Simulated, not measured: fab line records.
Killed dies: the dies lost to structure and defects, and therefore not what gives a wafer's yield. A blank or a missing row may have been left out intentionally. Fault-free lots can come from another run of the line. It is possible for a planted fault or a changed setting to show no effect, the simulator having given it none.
Chamber matching | flow berkeleyCmos170 | UCB170_V1_CVD_00 on pecvd-01 has 3 sister chambers
The step deposits SiO2 from TEOS/O2, target thk 2000 nm, time 250 s. 3 wafers are shown with their chamber, then 7 later ones without.

== WAFERS, EACH WITH ITS CHAMBER ==
wafer  | chamber | heaterPowerW (W)
L476.6 | 2       | 282
L481.1 | 1       | 271
L481.3 | 0       | 161

== WAFERS WITHOUT THEIR CHAMBER ==
wafer  | heaterPowerW (W)
L481.6 | 189
L485.1 | 284
L485.2 | 218
L485.6 | 215
L486.3 | 297
L486.4 | 217
L486.6 | 265

== EACH ONE'S CHAMBER ==
wafer  | from the rows above          | in truth
L481.6 | can't be placed: 0 or 1 or 2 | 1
L485.1 | can't be placed: 2 or 1      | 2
L485.2 | can't be placed: 1 or 0 or 2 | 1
L485.6 | can't be placed: 0 or 1 or 2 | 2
L486.3 | can't be placed: 2 or 1      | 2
L486.4 | can't be placed: 1 or 0 or 2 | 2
L486.6 | can't be placed: 1 or 2      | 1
0 of 7 placed correctly. Unplaceable from these rows: 7, with the true chamber sitting among the candidates in 7. Placed wrongly: 0.
How it was worked out, from the rows above alone: a wafer's distance from a chamber is the root of the sum, over the readings, of the square of ((its reading less the chamber's mean) divided by the reading's scatter). The wafer belongs to the nearest chamber; if the next one is less than 2 further off, it can't be placed. Each chamber's mean is taken over the wafers shown for it. The scatter: root of mean squared gap, hidden wafer to nearest shown wafer, with one shown wafer a chamber.
